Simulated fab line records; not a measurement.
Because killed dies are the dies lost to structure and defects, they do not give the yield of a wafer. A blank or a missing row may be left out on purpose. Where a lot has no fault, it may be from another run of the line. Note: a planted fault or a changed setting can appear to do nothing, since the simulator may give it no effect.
Split-lot trial | flow rit-cmos | 23 wafers read from 5 lots, route of 202 steps

== ABOUT THE SPLIT ==
At RIT_M1_COAT_04 (resist thk 1300 nm), the setting resist-thk-nm was moved away from the recipe's 1300 nm on 10 of the 23 wafers read, by -5.5% to +3.8%. The other wafers ran this setting at the recipe's value.

== FROM THE SPLIT TO THE READING: what the file shows between them, 4 steps ==
- RIT_M1_SOFTBAKE_05: time 60 s
- RIT_M1_EXPOSE_06: exposes mask M12, target cd 2600 nm
- RIT_M1_PEB_07
- RIT_M1_DEVELOP_08: develop time 68 s

== THE READING ==
At RIT_M1_CD_MEAS_09: cd-nm in nanometres, against a target cd of 2600 nm. A value of 2599.8 nm with a standard deviation of 2.3 nm is what fault-free wafers of this fab line usually give.

wafer  | tool, chamber at the split | resist-thk-nm as run, nm | against the recipe | cd-nm, nm | against lot-mates on the recipe
L078.2 | litho-track-01, 0          | 1332                     | +2.5%              | 2607.4    | +4.3
L078.3 | litho-track-01, 0          | 1300                     | recipe             | 2602.1    | -
L078.4 | litho-track-01, 0          | 1332                     | +2.5%              | 2605.8    | +2.7
L078.5 | litho-track-01, 0          | 1332                     | +2.5%              | 2608.2    | +5.1
L078.6 | litho-track-01, 0          | 1300                     | recipe             | 2604.1    | -
L080.1 | litho-track-02, 0          | 1300                     | recipe             | 2600.9    | -
L080.4 | litho-track-02, 0          | 1300                     | recipe             | 2602.6    | -
L080.5 | litho-track-02, 0          | 1300                     | recipe             | 2602.6    | -
L081.1 | litho-track-04, 0          | 1300                     | recipe             | 2601.5    | -
L081.2 | litho-track-04, 0          | 1300                     | recipe             | 2598.3    | -
L081.3 | litho-track-04, 0          | 1350                     | +3.8%              | 2604.7    | +3.7
L081.5 | litho-track-04, 0          | 1350                     | +3.8%              | 2603.7    | +2.7
L081.6 | litho-track-04, 0          | 1300                     | recipe             | 2603.1    | -
L084.2 | litho-track-02, 0          | 1242                     | -4.5%              | 2594.2    | -6.8
L084.3 | litho-track-02, 0          | 1300                     | recipe             | 2601.0    | -
L084.4 | litho-track-02, 0          | 1300                     | recipe             | 2601.6    | -
L084.5 | litho-track-02, 0          | 1300                     | recipe             | 2600.3    | -
L084.6 | litho-track-02, 0          | 1242                     | -4.5%              | 2596.3    | -4.7
L085.1 | litho-track-04, 0          | 1229                     | -5.5%              | 2592.5    | -9.4
L085.2 | litho-track-04, 0          | 1229                     | -5.5%              | 2592.3    | -9.6
L085.3 | litho-track-04, 0          | 1300                     | recipe             | 2601.4    | -
L085.5 | litho-track-04, 0          | 1300                     | recipe             | 2602.5    | -
L085.6 | litho-track-04, 0          | 1229                     | -5.5%              | 2594.6    | -7.3

FIT RESULTS
A straight line over all 23 wafers: cd-nm changes by +1.45 nm for each +1% of resist-thk-nm; r = +0.92; the points scatter about the line by 1.7 nm.
The same after taking each lot's own level away (the mean of its wafers on the recipe; 23 wafers): +1.4 nm for each +1%; r = +0.95; scatter 1.4 nm.
According to that fit, moving resist-thk-nm by its largest amount changes the reading by 7.6 nm.
The span of the lots' own levels, 2600.97 to 2603.10 nm, comes to 0.9 times the standard deviation stated above.
So the lot-to-lot level changes the slope little: the two slopes agree.
Check: with one of the wafers moved furthest among these (-5.5%) left out of the fit, the line predicts -7.49 nm for it against its lot-mates. It came out at -9.45 nm against them.

== THESE WAFERS: OTHER SPLITS ==
Before the reading, these wafers also passed through other splits. Each is held against what the fit with the lots' levels taken away leaves over:
other split on the same wafers | wafers away from the commonest value | r with cd-nm (lot level and that fit taken away)
RIT_PSD_IMPLANT_08 energy-kev  | 8                                    | +0.33
RIT_SILICIDE_SPUTTER_01 time-s | 12                                   | -0.13
RIT_M1_SPUTTER_00 power-w      | 9                                    | +0.32

== THE WHOLE CHAIN: every reading that the file lists as answering this split, in the file's order ==
step               | what it does       | reading                                                                       | change (the file's fit)              | r (the file's)
RIT_M1_COAT_04     | resist thk 1300 nm | NOVOLAK_of_M1_COAT_04.thk-nm (the simulator's own value, which no gauge read) | +13.1 nm for each +1% of the setting | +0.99
RIT_M1_CD_MEAS_09  | target cd 2600 nm  | cd-nm                                                                         | +1.36 nm for each +1% of the setting | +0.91
RIT_M1_HARDBAKE_11 | time 120 s         | NOVOLAK_of_M1_COAT_04.thk-nm (the simulator's own value, which no gauge read) | +11.3 nm for each +1% of the setting | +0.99

== THE FILE'S OWN FIT ==
cd-nm changes by +1.36 nm for each +1% of resist-thk-nm, r = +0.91.
